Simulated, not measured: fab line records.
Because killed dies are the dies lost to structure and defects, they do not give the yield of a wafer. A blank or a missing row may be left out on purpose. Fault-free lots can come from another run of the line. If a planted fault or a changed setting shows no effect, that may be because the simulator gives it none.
Which of the tools did it? || flow berkeley-cmos170 || 15 lots, 45 wafers sampled, at 3 steps of a route of 331

== WHAT EACH GAUGE READ, for each wafer ==
UCB170_M2_CD_MEAS_90: the cd target is 700 nm. Usual: 700 nm for cd-nm, sd 3.2.
{"lot": "L858", "measured": "day 7 01:35", "on": "cd-sem-01", "cd-nm (nm)": "696 699 698", "flag": ""}
{"lot": "L862", "measured": "day 8 01:31", "on": "cd-sem-01", "cd-nm (nm)": "702 699 705", "flag": ""}
{"lot": "L861", "measured": "day 8 01:58", "on": "cd-sem-01", "cd-nm (nm)": "696 702 693", "flag": ""}
{"lot": "L860", "measured": "day 8 02:05", "on": "cd-sem-02", "cd-nm (nm)": "699 699 702", "flag": ""}
{"lot": "L866", "measured": "day 8 06:34", "on": "cd-sem-02", "cd-nm (nm)": "702 703 702", "flag": ""}
{"lot": "L865", "measured": "day 8 06:57", "on": "cd-sem-02", "cd-nm (nm)": "705 703 704", "flag": ""}
{"lot": "L871", "measured": "day 9 23:01", "on": "cd-sem-01", "cd-nm (nm)": "696 697 698", "flag": ""}
{"lot": "L872", "measured": "day 10 08:56", "on": "cd-sem-02", "cd-nm (nm)": "- - -", "flag": "OFF"}
{"lot": "L873", "measured": "day 10 09:43", "on": "cd-sem-01", "cd-nm (nm)": "- - -", "flag": "OFF"}
{"lot": "L875", "measured": "day 10 10:58", "on": "cd-sem-01", "cd-nm (nm)": "- - -", "flag": "OFF"}
{"lot": "L877", "measured": "day 11 03:24", "on": "cd-sem-01", "cd-nm (nm)": "703 702 701", "flag": ""}
{"lot": "L876", "measured": "day 11 12:31", "on": "cd-sem-02", "cd-nm (nm)": "698 702 702", "flag": ""}
{"lot": "L879", "measured": "day 11 12:38", "on": "cd-sem-01", "cd-nm (nm)": "698 699 700", "flag": ""}
{"lot": "L878", "measured": "day 11 12:47", "on": "cd-sem-01", "cd-nm (nm)": "698 699 699", "flag": ""}
{"lot": "L881", "measured": "day 12 06:29", "on": "cd-sem-01", "cd-nm (nm)": "698 703 700", "flag": ""}

== WHAT TOOL EACH LOT RAN ON (gives the tool, then ch and the chambers of the sampled wafers, and finally the start) ==
{"lot": "L858", "UCB170_M2_ETCH_17": "rie-diel-01 ch 1,2, day 7 01:09", "UCB170_M2_METAL_ETCH_18": "rie-metal-04 ch 0,1, day 7 01:11"}
{"lot": "L862", "UCB170_M2_ETCH_17": "rie-diel-01 ch 1,2,3, day 8 01:11", "UCB170_M2_METAL_ETCH_18": "rie-metal-03 ch 0,1, day 8 01:13"}
{"lot": "L861", "UCB170_M2_ETCH_17": "rie-diel-04 ch 0,2,3, day 8 01:38", "UCB170_M2_METAL_ETCH_18": "rie-metal-02 ch 0,1, day 8 01:41"}
{"lot": "L860", "UCB170_M2_ETCH_17": "rie-diel-01 ch 0,1,2, day 8 01:46", "UCB170_M2_METAL_ETCH_18": "rie-metal-04 ch 0,1, day 8 01:48"}
{"lot": "L866", "UCB170_M2_ETCH_17": "rie-diel-01 ch 1,3, day 8 06:14", "UCB170_M2_METAL_ETCH_18": "rie-metal-03 ch 0,1, day 8 06:16"}
{"lot": "L865", "UCB170_M2_ETCH_17": "rie-diel-02 ch 0,3, day 8 06:37", "UCB170_M2_METAL_ETCH_18": "rie-metal-03 ch 0,1, day 8 06:40"}
{"lot": "L871", "UCB170_M2_ETCH_17": "rie-diel-04 ch 0,2, day 9 22:41", "UCB170_M2_METAL_ETCH_18": "rie-metal-04 ch 0, day 9 22:44"}
{"lot": "L872", "UCB170_M2_ETCH_17": "rie-diel-01 ch 1,2,3, day 10 08:34", "UCB170_M2_METAL_ETCH_18": "rie-metal-03 ch 0,1, day 10 08:40"}
{"lot": "L873", "UCB170_M2_ETCH_17": "rie-diel-02 ch 1,2,3, day 10 09:22", "UCB170_M2_METAL_ETCH_18": "rie-metal-02 ch 0,1, day 10 09:25"}
{"lot": "L875", "UCB170_M2_ETCH_17": "rie-diel-02 ch 2,3, day 10 10:37", "UCB170_M2_METAL_ETCH_18": "rie-metal-04 ch 0,1, day 10 10:39"}
{"lot": "L877", "UCB170_M2_ETCH_17": "rie-diel-01 ch 0,3, day 11 03:02", "UCB170_M2_METAL_ETCH_18": "rie-metal-03 ch 0,1, day 11 03:08"}
{"lot": "L876", "UCB170_M2_ETCH_17": "rie-diel-04 ch 0,2, day 11 12:11", "UCB170_M2_METAL_ETCH_18": "rie-metal-04 ch 0,1, day 11 12:13"}
{"lot": "L879", "UCB170_M2_ETCH_17": "rie-diel-02 ch 0,1, day 11 12:19", "UCB170_M2_METAL_ETCH_18": "rie-metal-03 ch 0,1, day 11 12:21"}
{"lot": "L878", "UCB170_M2_ETCH_17": "rie-diel-01 ch 0,1,3, day 11 12:27", "UCB170_M2_METAL_ETCH_18": "rie-metal-02 ch 0,1, day 11 12:30"}
{"lot": "L881", "UCB170_M2_ETCH_17": "rie-diel-02 ch 1,2,3, day 12 06:09", "UCB170_M2_METAL_ETCH_18": "rie-metal-03 ch 0,1, day 12 06:11"}
- UCB170_M2_ETCH_17: etches BARC in N2/H2.
- UCB170_M2_METAL_ETCH_18: etches Al in Cl2/BCl3, stops on SiO2, target depth 1170 nm, time 195 s.

== WHAT THE TOOLS THEMSELVES READ (means of the sampled wafers that have a number; where no wafer has one, the mark that the record gives instead) ==
UCB170_M2_ETCH_17. Usual: bias-w 100.05 W, standard deviation 0.29; chamber-pressure-mTorr 30.001 mTorr, standard deviation 0.029; drypump-motor-current-A 5.8 A, standard deviation 0.56; oes-product-au 0.992 a.u., standard deviation 0.02; throttle-valve-pct 13.22 %, standard deviation 0.2.
{"lot": "L858", "tool": "rie-diel-01", "bias-w (W)": 100.01, "chamber-pressure-mTorr (mTorr)": 30.000, "drypump-motor-current-A (A)": 6.0, "oes-product-au (a.u.)": 1.017, "throttle-valve-pct (%)": 13.29, "flag": ""}
{"lot": "L862", "tool": "rie-diel-01", "bias-w (W)": 99.99, "chamber-pressure-mTorr (mTorr)": 29.969, "drypump-motor-current-A (A)": 5.9, "oes-product-au (a.u.)": 1.019, "throttle-valve-pct (%)": 13.32, "flag": ""}
{"lot": "L861", "tool": "rie-diel-04", "bias-w (W)": 99.55, "chamber-pressure-mTorr (mTorr)": 29.998, "drypump-motor-current-A (A)": 5.8, "oes-product-au (a.u.)": 1.002, "throttle-valve-pct (%)": 13.20, "flag": ""}
{"lot": "L860", "tool": "rie-diel-01", "bias-w (W)": 100.25, "chamber-pressure-mTorr (mTorr)": 29.971, "drypump-motor-current-A (A)": 6.0, "oes-product-au (a.u.)": 0.993, "throttle-valve-pct (%)": 13.40, "flag": ""}
{"lot": "L866", "tool": "rie-diel-01", "bias-w (W)": 100.12, "chamber-pressure-mTorr (mTorr)": 29.999, "drypump-motor-current-A (A)": 5.5, "oes-product-au (a.u.)": 1.012, "throttle-valve-pct (%)": 13.43, "flag": ""}
{"lot": "L865", "tool": "rie-diel-02", "bias-w (W)": 100.25, "chamber-pressure-mTorr (mTorr)": 30.010, "drypump-motor-current-A (A)": 5.5, "oes-product-au (a.u.)": 0.962, "throttle-valve-pct (%)": 13.09, "flag": ""}
{"lot": "L871", "tool": "rie-diel-04", "bias-w (W)": 99.78, "chamber-pressure-mTorr (mTorr)": 30.002, "drypump-motor-current-A (A)": 5.8, "oes-product-au (a.u.)": 1.006, "throttle-valve-pct (%)": 13.10, "flag": ""}
{"lot": "L872", "tool": "rie-diel-01", "bias-w (W)": "-", "chamber-pressure-mTorr (mTorr)": "-", "drypump-motor-current-A (A)": "-", "oes-product-au (a.u.)": "-", "throttle-valve-pct (%)": "-", "flag": "OFF"}
{"lot": "L873", "tool": "rie-diel-02", "bias-w (W)": "-", "chamber-pressure-mTorr (mTorr)": "-", "drypump-motor-current-A (A)": "-", "oes-product-au (a.u.)": "-", "throttle-valve-pct (%)": "-", "flag": "OFF"}
{"lot": "L875", "tool": "rie-diel-02", "bias-w (W)": "-", "chamber-pressure-mTorr (mTorr)": "-", "drypump-motor-current-A (A)": "-", "oes-product-au (a.u.)": "-", "throttle-valve-pct (%)": "-", "flag": "OFF"}
{"lot": "L877", "tool": "rie-diel-01", "bias-w (W)": 100.07, "chamber-pressure-mTorr (mTorr)": 29.998, "drypump-motor-current-A (A)": 6.3, "oes-product-au (a.u.)": 0.972, "throttle-valve-pct (%)": 13.46, "flag": ""}
{"lot": "L876", "tool": "rie-diel-04", "bias-w (W)": 100.19, "chamber-pressure-mTorr (mTorr)": 30.015, "drypump-motor-current-A (A)": 5.5, "oes-product-au (a.u.)": 1.011, "throttle-valve-pct (%)": 13.22, "flag": ""}
{"lot": "L879", "tool": "rie-diel-02", "bias-w (W)": 100.04, "chamber-pressure-mTorr (mTorr)": 30.010, "drypump-motor-current-A (A)": 5.3, "oes-product-au (a.u.)": 0.978, "throttle-valve-pct (%)": 13.22, "flag": ""}
{"lot": "L878", "tool": "rie-diel-01", "bias-w (W)": 100.03, "chamber-pressure-mTorr (mTorr)": 29.985, "drypump-motor-current-A (A)": 5.9, "oes-product-au (a.u.)": 0.991, "throttle-valve-pct (%)": 13.45, "flag": ""}
{"lot": "L881", "tool": "rie-diel-02", "bias-w (W)": 100.02, "chamber-pressure-mTorr (mTorr)": 30.006, "drypump-motor-current-A (A)": 5.6, "oes-product-au (a.u.)": 0.988, "throttle-valve-pct (%)": 13.03, "flag": ""}

UCB170_M2_METAL_ETCH_18. Usual: bcl3-flow-sccm 45.00 sccm, standard deviation 0.13; bias-w 120.0 W, standard deviation 0.35; drypump-motor-current-A 5.5 A, standard deviation 0.32; oes-product-au 0.861 a.u., standard deviation 0.012; throttle-valve-pct 24.24 %, standard deviation 0.29.
{"lot": "L858", "tool": "rie-metal-04", "bcl3-flow-sccm (sccm)": 44.94, "bias-w (W)": 119.7, "drypump-motor-current-A (A)": 6.0, "oes-product-au (a.u.)": 0.854, "throttle-valve-pct (%)": 23.87, "flag": ""}
{"lot": "L862", "tool": "rie-metal-03", "bcl3-flow-sccm (sccm)": 45.04, "bias-w (W)": 120.3, "drypump-motor-current-A (A)": 5.3, "oes-product-au (a.u.)": 0.862, "throttle-valve-pct (%)": 24.48, "flag": ""}
{"lot": "L861", "tool": "rie-metal-02", "bcl3-flow-sccm (sccm)": 44.89, "bias-w (W)": 119.8, "drypump-motor-current-A (A)": 5.4, "oes-product-au (a.u.)": 0.846, "throttle-valve-pct (%)": 24.40, "flag": ""}
{"lot": "L860", "tool": "rie-metal-04", "bcl3-flow-sccm (sccm)": 44.98, "bias-w (W)": 119.9, "drypump-motor-current-A (A)": 6.0, "oes-product-au (a.u.)": 0.862, "throttle-valve-pct (%)": 23.87, "flag": ""}
{"lot": "L866", "tool": "rie-metal-03", "bcl3-flow-sccm (sccm)": 44.96, "bias-w (W)": 120.3, "drypump-motor-current-A (A)": 5.3, "oes-product-au (a.u.)": 0.868, "throttle-valve-pct (%)": 24.48, "flag": ""}
{"lot": "L865", "tool": "rie-metal-03", "bcl3-flow-sccm (sccm)": 45.25, "bias-w (W)": 119.9, "drypump-motor-current-A (A)": 5.3, "oes-product-au (a.u.)": 0.856, "throttle-valve-pct (%)": 24.48, "flag": ""}
{"lot": "L871", "tool": "rie-metal-04", "bcl3-flow-sccm (sccm)": 45.03, "bias-w (W)": 119.9, "drypump-motor-current-A (A)": 6.1, "oes-product-au (a.u.)": 0.851, "throttle-valve-pct (%)": 23.68, "flag": ""}
{"lot": "L872", "tool": "rie-metal-03", "bcl3-flow-sccm (sccm)": 45.02, "bias-w (W)": 120.3, "drypump-motor-current-A (A)": 5.4, "oes-product-au (a.u.)": 0.379, "throttle-valve-pct (%)": 24.71, "flag": "OFF"}
{"lot": "L873", "tool": "rie-metal-02", "bcl3-flow-sccm (sccm)": 45.05, "bias-w (W)": 120.0, "drypump-motor-current-A (A)": 5.4, "oes-product-au (a.u.)": 0.376, "throttle-valve-pct (%)": 24.59, "flag": "OFF"}
{"lot": "L875", "tool": "rie-metal-04", "bcl3-flow-sccm (sccm)": 44.99, "bias-w (W)": 120.1, "drypump-motor-current-A (A)": 6.0, "oes-product-au (a.u.)": 0.377, "throttle-valve-pct (%)": 24.10, "flag": "OFF"}
{"lot": "L877", "tool": "rie-metal-03", "bcl3-flow-sccm (sccm)": 45.01, "bias-w (W)": 119.9, "drypump-motor-current-A (A)": 5.4, "oes-product-au (a.u.)": 0.866, "throttle-valve-pct (%)": 24.47, "flag": ""}
{"lot": "L876", "tool": "rie-metal-04", "bcl3-flow-sccm (sccm)": 45.02, "bias-w (W)": 119.9, "drypump-motor-current-A (A)": 5.8, "oes-product-au (a.u.)": 0.878, "throttle-valve-pct (%)": 24.04, "flag": ""}
{"lot": "L879", "tool": "rie-metal-03", "bcl3-flow-sccm (sccm)": 45.08, "bias-w (W)": 119.9, "drypump-motor-current-A (A)": 5.3, "oes-product-au (a.u.)": 0.860, "throttle-valve-pct (%)": 24.38, "flag": ""}
{"lot": "L878", "tool": "rie-metal-02", "bcl3-flow-sccm (sccm)": 44.82, "bias-w (W)": 119.5, "drypump-motor-current-A (A)": 5.4, "oes-product-au (a.u.)": 0.873, "throttle-valve-pct (%)": 24.36, "flag": ""}
{"lot": "L881", "tool": "rie-metal-03", "bcl3-flow-sccm (sccm)": 45.08, "bias-w (W)": 120.1, "drypump-motor-current-A (A)": 5.3, "oes-product-au (a.u.)": 0.856, "throttle-valve-pct (%)": 24.37, "flag": ""}

== THE ANSWER, worked out from the rows above alone ==
Rule: a lot is off if the mean of its wafers that have a number lies more than 3 standard deviations from the usual mean. Also off: a lot with no number at a reading for which 4 or more lots have one. Where the step has rows for the other lots, those lots are counted as sound. The gauges are gone through in route order, then the tools' own readings, and for those a lot's mean is taken as printed above. At the first step where some lot is off, the reading lying furthest off is the one used; lots without a number count as furthest.
Off at UCB170_M2_CD_MEAS_90 (cd-nm): L872, L873, L875. Without a number there: L872, L873, L875.
If a tool, at a process step before that reading, ran all the lots that are off and no sound lot after the first of them, it fits. Not tried: the gauges at UCB170_M2_CD_MEAS_90; whatever is off there is also off at UCB170_M2_ETCH_17, on other tools, and gauge error can't account for it. No candidate that was tried fits.

== WHAT THE SIMULATOR PUT IN ==
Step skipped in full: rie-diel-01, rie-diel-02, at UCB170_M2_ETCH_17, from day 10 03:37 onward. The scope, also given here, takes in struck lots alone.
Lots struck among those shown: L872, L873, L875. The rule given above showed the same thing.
